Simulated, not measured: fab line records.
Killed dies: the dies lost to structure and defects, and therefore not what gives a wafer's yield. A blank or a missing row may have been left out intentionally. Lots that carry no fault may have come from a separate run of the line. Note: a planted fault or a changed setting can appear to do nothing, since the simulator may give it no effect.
fab line records | flow berkeleyCmos170
record lots=6 wafers=18 lastDay=13
route steps=331 shown GATE@129 M3@331
lots with no fault: from the same line, run without faults
startH: the number of hours between the record's first day and the start of the first shown wafer of the lot | waitH: how many hours have passed since the lot's step before this one | " as in the row above | L1.1+2: a single row standing in for several wafers | - value missing, or start not given | * or withheld: withheld | < > ~ a bound
route shown NAME@n: a module of which the file shows steps, and the number in the route of the first | usual: mean/standard deviation of fault-free wafers | same: alike in all rows | chamber/n: place in a boat | sites: per-site readings | _std_site: their standard deviation | _edge_site: inner sites' mean taken away from outer sites' mean | radiusMm: for every site, how far away it sits from the centre of the wafer | mask NAME#n: copy n | behind: the most recent tool/chamber to have shaped the wafer | hold: cause of the lot's hold/its duration in hours/its outcome | device: which transistor (n, p or np) failed to switch | end of line: the tests these same wafers got at the end of their route | for a step that has no rows: nothing shown but its recipe | killed: dies that structure and defects cost at the first sort, which is not the same as the wafer's yield | map: a wafer's dies, marking killed ones x, the rest . and places with no die _
set.NAME: the run value of the setting; set.NAME@STEP: its run value at that earlier step | model.NAME: the simulator's own value behind a step, which no gauge read
certain route steps with their lots: each step a table, each wafer a row
services: from which hour (startH, from the record's first day; less than 0 if before it) a tool's chamber was out of use, for how many hours, and why
## steps
# step UCB170_GATE_ANNEAL_03
# recipe tempC=900 timeS=1800 ambient=N2
# step UCB170_GATE_CVD_04
# recipe material=poly-Si tempC=610 precursor=SiH4 timeS=1440 pressureMtorr=375 targetThkNm=214 sih4FlowSccm=120
# step UCB170_GATE_THK_MEAS_05
# recipe reads=poly-Si_of_GATE_CVD_04
# usual GATE_POLY_THK=214.2/2.3
# columns lot.wafer tool chamber startH waitH GATE_POLY_THK[nm]
L817.2 filmMetro-02 - 154.88 0.0 213.1
L817.4 " - " " 213.5
L817.5 " - " " 213.8
L816.1 filmMetro-02 - 154.93 0.1 213.9
L816.3 " - " " 214.7
L816.5 " - " " 212.8
L824.2 filmMetro-04 - 187.55 0.0 210.8
L824.3 " - " " 209.9
L824.5 " - " " 210.3
L825.1 filmMetro-04 - 187.66 0.1 213.3
L825.3 " - " " 210.9
L825.4 " - " " 211.8
L832.2 filmMetro-01 - 227.78 0.0 216.0
L832.4 " - " " 215.3
L832.5 " - " " 217.4
L839.3 filmMetro-02 - 269.14 0.0 219.0
L839.4 " - " " 218.0
L839.6 " - " " 216.9
# step UCB170_GATE_COAT_06
# recipe resist=BARC tempC=withheld timeS=withheld spinRpm=3000 resistThkNm=withheld
# step UCB170_GATE_COAT_07
# recipe resist=KrF spinRpm=1500 resistThkNm=900
# step UCB170_GATE_SOFTBAKE_08
# recipe resist=KrF tempC=130 timeS=60
# step UCB170_GATE_EXPOSE_09
# recipe maskId=POLY targetCdNm=350 na=0.5 sigmaOuter=0.6 sourceShape=conventional doseMj=21
# step UCB170_GATE_PEB_10
# recipe pebTempC=130 pebTimeS=withheld resist=KrF
# step UCB170_GATE_DEVELOP_11
# recipe developer=TMAH developTimeS=45 resist=KrF devTempC=21
# step UCB170_GATE_CD_MEAS_12
# recipe targetCdNm=350
# usual cdNm=349.9/1.1
# columns lot.wafer tool chamber startH waitH cdNm
L817.2 cdSem-01 - 156.27 - 349.4
L817.4 " - " " 349.6
L817.5 " - " " 350.2
L816.1 cdSem-01 - 156.37 - 350.0
L816.3 " - " " 350.1
L816.5 " - " " 349.1
L824.2 cdSem-02 - 188.53 - 350.7
L824.3 " - " " 351.0
L824.5 " - " " 350.8
L825.1 cdSem-01 - 189.20 - 348.5
L825.3 " - " " 349.3
L825.4 " - " " 350.0
L832.2 cdSem-02 - 229.50 - 350.1
L832.4 " - " " 349.3
L832.5 " - " " 349.7
L839.3 cdSem-02 - 270.60 - 349.8
L839.4 " - " " 351.6
L839.6 " - " " 350.0
# step UCB170_GATE_OVL_MEAS_13
# usual GATE_OVL=1/5.8
# columns lot.wafer tool chamber startH waitH GATE_OVL[nm]
L817.2 overlay-02 - 156.38 0.1 3
L817.4 " - " " -2
L817.5 " - " " 0
L816.1 overlay-01 - 156.49 0.1 8
L816.3 " - " " 2
L816.5 " - " " 0
L824.2 overlay-01 - 188.64 0.1 12
L824.3 " - " " 13
L824.5 " - " " 10
L825.1 overlay-02 - 189.32 0.1 -5
L825.3 " - " " -5
L825.4 " - " " 1
L832.2 overlay-02 - 229.60 0.1 -4
L832.4 " - " " -1
L832.5 " - " " 3
L839.3 overlay-02 - 270.69 0.1 -3
L839.4 " - " " -4
L839.6 " - " " 0
# step UCB170_GATE_ETCH_14
# recipe chemistry=N2/H2 targetDepthA=withheld overetchA=withheld target=BARC timeS=withheld sourceW=500 biasW=100 pressureMtorr=30 n2FlowSccm=100 h2FlowSccm=200
# usual drypumpMotorCurrentA=5.9/0.49 oesProductAu=1.005/0.015 throttleValvePct=13.30/0.12
# columns lot.wafer tool chamber startH waitH drypumpMotorCurrentA oesProductAu throttleValvePct
L817.2 rieDiel-04 0 156.41 0.0 5.5 0.997 13.18
L817.4 " 1 " " 5.4 1.030 13.27
L817.5 " 2 " " 5.8 1.013 13.29
L816.1 rieDiel-01 1 156.53 0.0 6.1 0.995 13.09
L816.3 " 2 " " 5.7 0.990 13.29
L816.5 " 2 " " 5.7 0.975 13.29
L824.2 rieDiel-01 0 188.67 0.0 6.6 1.004 13.27
L824.3 " 1 " " 6.1 1.001 13.09
L824.5 " 2 " " 5.7 0.964 13.29
L825.1 rieDiel-02 2 189.36 0.0 5.6 1.008 13.46
L825.3 " 3 " " 6.4 1.007 13.50
L825.4 " 0 " " 5.8 1.021 13.42
L832.2 rieDiel-01 0 229.63 0.0 6.6 1.011 13.28
L832.4 " 3 " " 4.9 1.002 13.27
L832.5 " 2 " " 5.7 0.977 13.30
L839.3 rieDiel-02 1 270.71 0.0 6.2 0.988 13.11
L839.4 " 0 " " 5.8 1.010 13.42
L839.6 " 3 " " 6.5 1.000 13.51
# step UCB170_GATE_ETCH_15
# recipe chemistry=HBr/Cl2 target=poly-Si stopOn=SiO2 overEtchFrac=0.3 icpW=300 biasW=150 timeS=56.3 pressureMtorr=15 HBr_flow_sccm=150 Cl2_flow_sccm=50 targetDepthA=2782
# usual drypumpMotorCurrentA=5.9/0.57 oesProductAu=0.830/0.01 runLengthS=84.6/0.57 throttleValvePct=26.49/0.22
# columns lot.wafer tool chamber startH waitH drypumpMotorCurrentA oesProductAu rfHoursCounterH runLengthS throttleValvePct model.KrF_of_GATE_COAT_07.thkNm model.SiO2_of_GATE_OXIDATION_01.thkNm
L817.2 rieSi-01 1 156.45 - 6.1 0.836 88 84.2 26.64 773.2 6.683
L817.4 " 3 " " 4.9 0.835 2 84.2 26.80 771.5 6.573
L817.5 " 2 " " 5.9 0.827 - 84.4 26.19 772.3 6.699
L816.1 rieSi-02 0 156.57 - 6.7 0.830 5 85.4 26.30 773.9 6.462
L816.3 " 2 " " 6.7 0.819 1 85.2 26.55 773.6 6.652
L816.5 " 0 " " 6.7 0.827 - 85.4 26.29 773.5 6.541
L824.2 rieSi-02 3 188.71 - 5.9 0.704 16 100.5 26.29 741.4 5.203
L824.3 " 0 " " 6.7 0.696 5 101.4 26.30 740.7 5.227
L824.5 " 0 " " 6.7 0.702 - 101.1 26.31 740.5 5.234
L825.1 rieSi-02 1 189.40 - 5.8 0.706 2 100.9 26.73 745 5.292
L825.3 " 0 " " 6.7 0.701 5 101.2 26.30 740.3 5.114
L825.4 " 2 " " 6.7 0.703 1 100.7 26.53 748.6 5.303
L832.2 rieSi-01 0 229.68 - 5.5 0.838 1 83.8 26.45 777.9 6.452
L832.4 " 3 " " 4.9 0.842 2 84.7 26.80 774.8 6.576
L832.5 " 1 " " 6.1 0.851 - 84.1 26.64 776.7 6.403
L839.3 rieSi-01 2 270.75 - 5.9 0.838 84 84.0 26.21 778.3 6.555
L839.4 " 1 " " 6.1 0.842 89 84.1 26.63 774.1 6.585
L839.6 " 2 " " 5.8 0.833 - 83.8 26.23 778.2 6.602
# step UCB170_GATE_STRIP_16
# recipe chemistry=O2 powerW=400 pressureMtorr=3500 platenTempC=withheld o2FlowSccm=400 overashFraction=0.5
# usual drypumpMotorCurrentA=5.7/0.5 oesProductAu=0.725/0.0043
# same overashFraction=0.5
# columns lot.wafer tool chamber startH waitH drypumpMotorCurrentA oesProductAu rfHoursCounterH
L817.2 plasmaAsher-01 0 156.50 0.0 6.2 0.725 40
L817.4 " 1 " " 4.9 0.727 -
L817.5 " 0 " " 6.2 0.724 -
L816.1 plasmaAsher-04 0 156.62 0.0 6.2 0.727 37
L816.3 " 1 " " 5.4 0.716 -
L816.5 " 1 " " 5.4 0.726 -
L824.2 plasmaAsher-02 1 188.76 0.0 5.7 0.731 46
L824.3 " 1 " " 5.7 0.724 -
L824.5 " 1 " " 5.7 0.730 -
L825.1 plasmaAsher-04 1 189.45 0.0 5.3 0.719 41
L825.3 " 1 " " 5.3 0.730 -
L825.4 " 0 " " 6.2 0.724 -
L832.2 plasmaAsher-01 0 229.72 0.0 6.2 0.732 49
L832.4 " 0 " " 6.2 0.724 -
L832.5 " 1 " " 4.9 0.721 -
L839.3 plasmaAsher-04 1 270.84 0.1 5.3 0.719 -
L839.4 " 0 " " 6.2 0.721 -
L839.6 " 0 " " 6.3 0.729 -
# step UCB170_M3_PROBE_99
# columns lot.wafer tool chamber startH waitH model.etest.pldd.lineOhmUm model.etest.pldd.rsOhmSq model.etest.nldd.rsOhmSq model.etest.antennaPoly.vtShiftV
L817.2 prober-01 - 196.90 0.1 1784 1088 768.8 -0.009758
L817.4 prober-01 - 197.00 0.2 1805 1094 765.4 -0.008251
L817.5 prober-01 - 197.05 0.2 1866 1116 763.4 -0.008285
L816.1 prober-02 - 198.72 0.1 1875 1111 775.6 -0.008497
L816.3 prober-02 - 198.82 0.2 1768 1055 780.8 -0.005555
L816.5 prober-02 - 198.92 0.2 1853 1126 773 -0.005235
L824.2 prober-01 - 233.59 0.1 1662 1028 745.5 -0.01839
L824.3 prober-01 - 233.64 0.2 1665 1034 746.8 -0.01283
L824.5 prober-01 - 233.74 0.2 1632 1008 745 -0.01803
L825.1 prober-02 - 233.90 0.1 1714 1047 747.5 -0.0192
L825.3 prober-02 - 234.00 0.2 1628 986.4 749 -0.01224
L825.4 prober-02 - 234.05 0.2 1740 1038 753.8 -0.01514
L832.2 prober-02 - 272.61 0.1 1824 1096 774.3 -0.006965
L832.4 prober-02 - 272.71 0.2 1862 1114 769.8 -0.008021
L832.5 prober-02 - 272.76 0.2 1794 1103 768.5 -0.002792
L839.3 prober-01 - 309.47 0.2 1793 1119 776.9 -0.008082
L839.4 prober-01 - 309.52 0.2 1819 1119 780.9 -0.005518
L839.6 prober-01 - 309.62 0.2 1843 1140 785 -0.01014
# killed by level:class
L817.2 GATE:geometricParticle:open=2 SPACER:geometricParticle:short=1 SILICIDE:geometricParticle:open=1 CONTACT:geometricParticle:open=1 V1:geometricParticle:short=1
L817.4 GATE:geometricParticle:open=2 START:geometricParticle:open=1 FIELD:geometricParticle:short=1 M3:geometricParticle:open=1 M3:geometricParticle:short=1
L817.5 SCREENOX:geometricParticle:open=1 GATE:geometricParticle:open=1 ACTIVE:areaEtch=1
L816.1 START:geometricParticle:short=1 SPACER:geometricParticle:open=1
L816.3 GATE:geometricParticle:open=2 GATE:geometricParticle:short=1
L816.5 NWELL:geometricParticle:short=1 SILICIDE:geometricParticle:short=1
L825.1
L825.3 GATE:geometricParticle:short=1 SILICIDE:geometricParticle:short=1
L825.4 PWELL:geometricParticle:short=1 GATE:geometricParticle:short=1 SPACER:geometricParticle:short=1 V1:geometricParticle:short=1 M3:geometricParticle:short=1
L832.2 SPACER:geometricParticle:short=2 SCREENOX:geometricParticle:short=1 GATE:geometricParticle:short=1 GATE:geometricParticle:open=1
L832.4 GATE:geometricParticle:short=1 SPACER:geometricParticle:short=1 M1:geometricParticle:short=1
L832.5 V1:geometricParticle:short=1 V1:geometricParticle:open=1
L839.3 SACOX:geometricParticle:short=1 CONTACT:geometricParticle:short=1
L839.4 SPACER:geometricParticle:open=1
L839.6 SPACER:geometricParticle:open=1 SILICIDE:geometricParticle:short=1
## services
# columns tool chamber startH hours kind
plasmaAsher-01 - 134.24 14.6 pm
rieDiel-01 0 137.49 6.0 repair
rieDiel-01 2 162.83 6.9 repair
rieDiel-02 1 165.55 6.6 repair
rieSi-02 - 167.47 4.0 repair
rieSi-02 - 177.95 0.4 repair
plasmaAsher-02 - 180.40 4.5 repair
rieDiel-02 2 187.66 1.7 repair
rieDiel-04 - 193.38 0.5 repair
rieSi-02 - 203.72 20.0 repair
rieDiel-02 2 206.41 - clean
rieDiel-02 2 206.41 13.6 scheduledDown
rieDiel-02 2 206.41 13.6 ventCycle
rieDiel-02 - 209.87 2.8 pm
rieSi-02 2 236.45 6.0 repair
rieSi-01 1 258.32 2.7 repair
rieDiel-01 3 270.27 4.0 repair
## key
firstSign step=UCB170_GATE_ETCH_15 reading=runLengthS direction=up sigmas=29 usual=* struck=*
effect step=UCB170_GATE_ETCH_15 reading=oesProductAu direction=down sigmas=13 usual=0.830 struck=0.702
modelEffect step=UCB170_GATE_ETCH_15 value=KrF_of_GATE_COAT_07.thkNm without=773.6 struck=742.8
modelEffect step=UCB170_M3_PROBE_99 value=etest.pldd.lineOhmUm without=1762 struck=1673
metAt UCB170_GATE_ETCH_15
struckWafers L824.2,L824.3,L824.5,L825.1,L825.3,L825.4
sortLeftOut L824.2,L824.3,L824.5
testerLeftOut L824,L825
onsetBetween 156.57 188.71
fault kind=processParameterDrift tool=rieSi-02 chamber=- onsetH=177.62 steps=UCB170_GATE_ETCH_15 channel=timeS offset=* shape=step endH=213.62 stated=*
# testerLeftOut: of these lots the tester's yield and bins aren't shown, on N5 and GAA mostly nor the transistor test; their killed dies are dies lost to structure and defects alone, not to doping, threshold or leakage, so they don't give the yield
# sortLeftOut: the simulated sort isn't trusted on such a fault, so these wafers' sort isn't shown, and their yield isn't known
